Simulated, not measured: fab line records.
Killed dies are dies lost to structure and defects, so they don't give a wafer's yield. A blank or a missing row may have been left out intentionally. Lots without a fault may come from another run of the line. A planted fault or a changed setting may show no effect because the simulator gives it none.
Lot-split experiment :: flow berkeley_cmos170 :: route with 331 steps; 5 lots, 23 wafers read

THE SPLIT ITSELF
At UCB170_M1_SPUTTER_00 (material Al, target thk 600 nm, time 80 s), the setting power_w was moved away from the recipe's 6000 W on 7 of the 23 wafers read, by -10.7% to +11.1%. All remaining wafers had this setting at the recipe value.

SPLIT TO READING: what lies between them in the file, 1 step
- UCB170_M1_RS_MEAS_01: measures by four-point-probe

THE READING
M1_AL_THK, in nm, at UCB170_M1_THK_MEAS_02 (measures by xrf). A value of 597 nm with a standard deviation of 9.7 nm is what fault-free wafers of this fab line usually give.

wafer: L077.1
tool, chamber at the split: pvd_sputter-04, -
power_w as run, W: 6000
against the recipe: recipe
M1_AL_THK, nm: 607
against lot-mates on the recipe: -

wafer: L077.2
tool, chamber at the split: pvd_sputter-04, -
power_w as run, W: 6000
against the recipe: recipe
M1_AL_THK, nm: 600
against lot-mates on the recipe: -

wafer: L077.3
tool, chamber at the split: pvd_sputter-04, -
power_w as run, W: 6000
against the recipe: recipe
M1_AL_THK, nm: 609
against lot-mates on the recipe: -

wafer: L077.5
tool, chamber at the split: pvd_sputter-04, -
power_w as run, W: 6227
against the recipe: +3.8%
M1_AL_THK, nm: 622
against lot-mates on the recipe: +17

wafer: L077.6
tool, chamber at the split: pvd_sputter-04, -
power_w as run, W: 6227
against the recipe: +3.8%
M1_AL_THK, nm: 631
against lot-mates on the recipe: +26

wafer: L079.1
tool, chamber at the split: pvd_sputter-03, -
power_w as run, W: 6000
against the recipe: recipe
M1_AL_THK, nm: 595
against lot-mates on the recipe: -

wafer: L079.3
tool, chamber at the split: pvd_sputter-03, -
power_w as run, W: 6000
against the recipe: recipe
M1_AL_THK, nm: 589
against lot-mates on the recipe: -

wafer: L079.4
tool, chamber at the split: pvd_sputter-03, -
power_w as run, W: 5359
against the recipe: -10.7%
M1_AL_THK, nm: 528
against lot-mates on the recipe: -64

wafer: L079.5
tool, chamber at the split: pvd_sputter-03, -
power_w as run, W: 6000
against the recipe: recipe
M1_AL_THK, nm: 592
against lot-mates on the recipe: -

wafer: L079.6
tool, chamber at the split: pvd_sputter-03, -
power_w as run, W: 5359
against the recipe: -10.7%
M1_AL_THK, nm: 541
against lot-mates on the recipe: -51

wafer: L081.1
tool, chamber at the split: pvd_sputter-04, -
power_w as run, W: 6000
against the recipe: recipe
M1_AL_THK, nm: 601
against lot-mates on the recipe: -

wafer: L081.2
tool, chamber at the split: pvd_sputter-04, -
power_w as run, W: 6000
against the recipe: recipe
M1_AL_THK, nm: 600
against lot-mates on the recipe: -

wafer: L081.3
tool, chamber at the split: pvd_sputter-04, -
power_w as run, W: 6664
against the recipe: +11.1%
M1_AL_THK, nm: 668
against lot-mates on the recipe: +68

wafer: L081.4
tool, chamber at the split: pvd_sputter-04, -
power_w as run, W: 6664
against the recipe: +11.1%
M1_AL_THK, nm: 677
against lot-mates on the recipe: +76

wafer: L081.6
tool, chamber at the split: pvd_sputter-04, -
power_w as run, W: 6664
against the recipe: +11.1%
M1_AL_THK, nm: 675
against lot-mates on the recipe: +74

wafer: L082.1
tool, chamber at the split: pvd_sputter-03, -
power_w as run, W: 6000
against the recipe: recipe
M1_AL_THK, nm: 586
against lot-mates on the recipe: -

wafer: L082.3
tool, chamber at the split: pvd_sputter-03, -
power_w as run, W: 6000
against the recipe: recipe
M1_AL_THK, nm: 585
against lot-mates on the recipe: -

wafer: L082.6
tool, chamber at the split: pvd_sputter-03, -
power_w as run, W: 6000
against the recipe: recipe
M1_AL_THK, nm: 585
against lot-mates on the recipe: -

wafer: L084.2
tool, chamber at the split: pvd_sputter-04, -
power_w as run, W: 6000
against the recipe: recipe
M1_AL_THK, nm: 616
against lot-mates on the recipe: -

wafer: L084.3
tool, chamber at the split: pvd_sputter-04, -
power_w as run, W: 6000
against the recipe: recipe
M1_AL_THK, nm: 596
against lot-mates on the recipe: -

wafer: L084.4
tool, chamber at the split: pvd_sputter-04, -
power_w as run, W: 6000
against the recipe: recipe
M1_AL_THK, nm: 600
against lot-mates on the recipe: -

wafer: L084.5
tool, chamber at the split: pvd_sputter-04, -
power_w as run, W: 6000
against the recipe: recipe
M1_AL_THK, nm: 599
against lot-mates on the recipe: -

wafer: L084.6
tool, chamber at the split: pvd_sputter-04, -
power_w as run, W: 6000
against the recipe: recipe
M1_AL_THK, nm: 613
against lot-mates on the recipe: -

FIT RESULTS
A straight line over all 23 wafers: M1_AL_THK changes by +6.48 nm for each +1% of power_w; r = +0.97; the points scatter about the line by 8.8 nm.
The same after taking each lot's own level away (the mean of its wafers on the recipe; 23 wafers): +6.06 nm for each +1%; r = +0.98; scatter 5.9 nm.
On that fit, the largest move of power_w shifts the reading by 67 nm.
From 585.3 to 605.3 nm: that is the span of the lots' own levels, equal to 2.1 times the standard deviation above.
The two slopes agree, so the slope changes little with the lot-to-lot level.
Check: +68.5 nm against its lot-mates is what the line predicts for one of the wafers moved furthest among these (+11.1%) when that wafer is left out of the fit. It came out at +67.5 nm against them.

THE OTHER SPLITS THESE WAFERS WENT THROUGH
Note: prior to the reading, these wafers also went through further splits. Each is held against what the fit with the lots' levels taken away leaves over:
other split on the same wafers: UCB170_CONTACT_EXPOSE_12 dose_mj
wafers away from the commonest value: 8
r with M1_AL_THK (lot level and that fit taken away): -0.32

THE WHOLE CHAIN: every reading that the file lists as answering this split, in the file's order
step: UCB170_M1_SPUTTER_00
what it does: material Al, target thk 600 nm, time 80 s
reading: Al_of_M1_SPUTTER_00.thk_nm (the simulator's own value, which no gauge read)
change (the file's fit): +5.96 nm for each +1% of the setting
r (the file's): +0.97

step: UCB170_M1_RS_MEAS_01
what it does: measures by four-point-probe
reading: M1_AL_RS
change (the file's fit): -0.000481 for each +1% of the setting
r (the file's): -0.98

step: UCB170_M1_THK_MEAS_02
what it does: measures by xrf
reading: M1_AL_THK
change (the file's fit): +5.99 for each +1% of the setting
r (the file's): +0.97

FILE'S OWN FIT
M1_AL_THK changes by +5.99 nm for each +1% of power_w, r = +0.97.
